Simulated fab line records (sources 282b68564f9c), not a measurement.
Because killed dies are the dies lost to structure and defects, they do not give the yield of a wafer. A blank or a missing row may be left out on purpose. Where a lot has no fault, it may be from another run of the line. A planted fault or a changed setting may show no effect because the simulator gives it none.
fab line records || flow rit-cmos
record {"lots": 14, "wafers": 42, "last-day": 19}
route steps=202 shown PRETRO@69 M1@202
lots with no fault: from the same line, run without faults
start-h: start of the lot's first displayed wafer, in hours after the record's first day || wait-h: hours from the lot's prior step to this one || " unchanged from the row above || L1.1+2: a row that stands for several wafers || - no value present, or no start provided || * or withheld: withheld || < > ~ a bound
route shown NAME@n: a module of which the file shows steps, and the number in the route of the first || usual: mean and standard deviation over wafers with no fault || same: alike in all rows || chamber/n: place in a boat || sites: per-site readings || _std_site: the standard deviation of these || _edge_site: mean of outer sites minus mean of inner sites || radius-mm: for every site, how far away it sits from the centre of the wafer || mask NAME#n: copy n || behind: the tool/chamber that last shaped the wafer || hold: why the lot was held/for how many hours/how that ended || device: whichever transistor did not switch (one of n, p or np) || end of line: tests run on the same wafers once the route is complete || a step with no rows: only its recipe || killed: dies lost to structure and defects at the first sort, not the wafer's yield || map: the dies of a wafer, with x for killed, . for not killed, _ for no die there
set.NAME: setting as actually run; set.NAME@STEP: the setting as run at that earlier step || model.NAME: the simulator's own value behind a step, which no gauge read
one table for each step of the route and one row for each wafer, over a sample of lots
## steps
# step RIT_PRETRO_DEVELOP_05
# recipe {"resist": "NOVOLAK", "develop-time-s": 68, "dev-temp-c": 23}
# usual {"developer-temp-C": "23.01/0.11"}
{"lot.wafer": "L149.1", "tool": "litho-track-04", "chamber": 0, "start-h": 32, "wait-h": "-", "developer-temp-C": 23.12}
{"lot.wafer": "L149.2", "tool": "litho-track-04", "chamber": 0, "start-h": 32, "wait-h": "-", "developer-temp-C": 23.16}
{"lot.wafer": "L149.5", "tool": "litho-track-04", "chamber": 0, "start-h": 32, "wait-h": "-", "developer-temp-C": 22.91}
{"lot.wafer": "L150.1", "tool": "litho-track-02", "chamber": 0, "start-h": 36, "wait-h": "-", "developer-temp-C": 23.07}
{"lot.wafer": "L150.3", "tool": "litho-track-02", "chamber": 0, "start-h": 36, "wait-h": "-", "developer-temp-C": 22.88}
{"lot.wafer": "L150.4", "tool": "litho-track-02", "chamber": 0, "start-h": 36, "wait-h": "-", "developer-temp-C": 23.03}
{"lot.wafer": "L153.1", "tool": "litho-track-02", "chamber": 0, "start-h": 52, "wait-h": "-", "developer-temp-C": 23.22}
{"lot.wafer": "L153.2", "tool": "litho-track-02", "chamber": 0, "start-h": 52, "wait-h": "-", "developer-temp-C": 23.00}
{"lot.wafer": "L153.5", "tool": "litho-track-02", "chamber": 0, "start-h": 52, "wait-h": "-", "developer-temp-C": 23.06}
{"lot.wafer": "L158.1", "tool": "litho-track-02", "chamber": 0, "start-h": 82, "wait-h": "-", "developer-temp-C": 22.82}
{"lot.wafer": "L158.2", "tool": "litho-track-02", "chamber": 0, "start-h": 82, "wait-h": "-", "developer-temp-C": 22.98}
{"lot.wafer": "L158.4", "tool": "litho-track-02", "chamber": 0, "start-h": 82, "wait-h": "-", "developer-temp-C": 22.94}
{"lot.wafer": "L160.3", "tool": "litho-track-02", "chamber": 0, "start-h": 89, "wait-h": "-", "developer-temp-C": 22.24}
{"lot.wafer": "L160.4", "tool": "litho-track-02", "chamber": 0, "start-h": 89, "wait-h": "-", "developer-temp-C": 22.15}
{"lot.wafer": "L160.5", "tool": "litho-track-02", "chamber": 0, "start-h": 89, "wait-h": "-", "developer-temp-C": 22.10}
{"lot.wafer": "L161.1", "tool": "litho-track-02", "chamber": 0, "start-h": 94, "wait-h": "-", "developer-temp-C": 22.29}
{"lot.wafer": "L161.2", "tool": "litho-track-02", "chamber": 0, "start-h": 94, "wait-h": "-", "developer-temp-C": 22.30}
{"lot.wafer": "L161.5", "tool": "litho-track-02", "chamber": 0, "start-h": 95, "wait-h": "-", "developer-temp-C": 22.15}
{"lot.wafer": "L162.1", "tool": "litho-track-04", "chamber": 0, "start-h": 100, "wait-h": "-", "developer-temp-C": 23.32}
{"lot.wafer": "L162.4", "tool": "litho-track-04", "chamber": 0, "start-h": 101, "wait-h": "-", "developer-temp-C": 23.00}
{"lot.wafer": "L162.6", "tool": "litho-track-04", "chamber": 0, "start-h": 101, "wait-h": "-", "developer-temp-C": 23.06}
{"lot.wafer": "L163.2", "tool": "litho-track-01", "chamber": 0, "start-h": 108, "wait-h": "-", "developer-temp-C": 22.86}
{"lot.wafer": "L163.4", "tool": "litho-track-01", "chamber": 0, "start-h": 108, "wait-h": "-", "developer-temp-C": 22.87}
{"lot.wafer": "L163.5", "tool": "litho-track-01", "chamber": 0, "start-h": 108, "wait-h": "-", "developer-temp-C": 22.93}
{"lot.wafer": "L164.2", "tool": "litho-track-01", "chamber": 0, "start-h": 113, "wait-h": "-", "developer-temp-C": 22.87}
{"lot.wafer": "L164.4", "tool": "litho-track-01", "chamber": 0, "start-h": 113, "wait-h": "-", "developer-temp-C": 22.95}
{"lot.wafer": "L164.6", "tool": "litho-track-01", "chamber": 0, "start-h": 113, "wait-h": "-", "developer-temp-C": 22.77}
{"lot.wafer": "L167.2", "tool": "litho-track-01", "chamber": 0, "start-h": 126, "wait-h": "-", "developer-temp-C": 23.03}
{"lot.wafer": "L167.3", "tool": "litho-track-01", "chamber": 0, "start-h": 126, "wait-h": "-", "developer-temp-C": 23.10}
{"lot.wafer": "L167.6", "tool": "litho-track-01", "chamber": 0, "start-h": 126, "wait-h": "-", "developer-temp-C": 23.14}
{"lot.wafer": "L168.1", "tool": "litho-track-01", "chamber": 0, "start-h": 131, "wait-h": "-", "developer-temp-C": 22.91}
{"lot.wafer": "L168.3", "tool": "litho-track-01", "chamber": 0, "start-h": 131, "wait-h": "-", "developer-temp-C": 22.92}
{"lot.wafer": "L168.6", "tool": "litho-track-01", "chamber": 0, "start-h": 131, "wait-h": "-", "developer-temp-C": 22.94}
{"lot.wafer": "L169.4", "tool": "litho-track-01", "chamber": 0, "start-h": 133, "wait-h": "-", "developer-temp-C": 22.99}
{"lot.wafer": "L169.5", "tool": "litho-track-01", "chamber": 0, "start-h": 133, "wait-h": "-", "developer-temp-C": 23.09}
{"lot.wafer": "L169.6", "tool": "litho-track-01", "chamber": 0, "start-h": 134, "wait-h": "-", "developer-temp-C": 23.00}
{"lot.wafer": "L170.2", "tool": "litho-track-04", "chamber": 0, "start-h": 139, "wait-h": "-", "developer-temp-C": 23.15}
{"lot.wafer": "L170.3", "tool": "litho-track-04", "chamber": 0, "start-h": 139, "wait-h": "-", "developer-temp-C": 23.09}
{"lot.wafer": "L170.6", "tool": "litho-track-04", "chamber": 0, "start-h": 139, "wait-h": "-", "developer-temp-C": 23.03}
{"lot.wafer": "L171.2", "tool": "litho-track-02", "chamber": 0, "start-h": 420, "wait-h": "-", "developer-temp-C": 22.89}
{"lot.wafer": "L171.4", "tool": "litho-track-02", "chamber": 0, "start-h": 420, "wait-h": "-", "developer-temp-C": 22.90}
{"lot.wafer": "L171.5", "tool": "litho-track-02", "chamber": 0, "start-h": 420, "wait-h": "-", "developer-temp-C": 23.02}
# step RIT_M1_PROBE_99
# usual {"killed-at-contacts": "0.1/0.27", "killed-at-front-end": "6/3", "killed-dies": "7/3", "killed-open": "3.1/2", "killed-short": "3.4/2"}
# same {"gross-dies": 264, "killed_at_M0_to_M3": 0, "killed_at_M4_up": 0, "killed-at-back-side": 0, "killed-at-other": 0}
{"lot.wafer": "L160.5", "tool": "prober-02", "chamber": "-", "start-h": 120.67, "wait-h": 0.2, "killed-at-contacts": 0, "killed-at-front-end": 10, "killed-dies": 10, "killed-open": 5, "killed-short": 5}
# killed by level:class
L160.5 GATE:geometric-particle:short=3 FOX2:geometric-particle:open=2 GATE:geometric-particle:open=2 FOX1:geometric-particle:short=1 REOX:geometric-particle:open=1 SILICIDE:geometric-particle:short=1
## key
first-sign {"step": "RIT_PRETRO_DEVELOP_05", "reading": "developer-temp-C", "direction": "down", "sigmas": 7.2, "usual": "*", "struck": "*"}
effect none on later readings
met-at RIT_PRETRO_DEVELOP_05
struck-lots L160,L161
tester-left-out L160,L161
onset-between 82 89
fault {"kind": "process-parameter-drift", "tool": "litho-track-02", "chamber": "-", "onset-h": 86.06, "steps": "RIT_PRETRO_DEVELOP_05", "channel": "dev-temp-c", "offset": "*", "shape": "step", "end-h": 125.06, "acts-in": "*", "stated": "*"}
# tester-left-out: of these lots the tester's yield and bins aren't shown, on N5 and GAA mostly nor the transistor test; their killed dies are dies lost to structure and defects alone, not to doping, threshold or leakage, so they don't give the yield
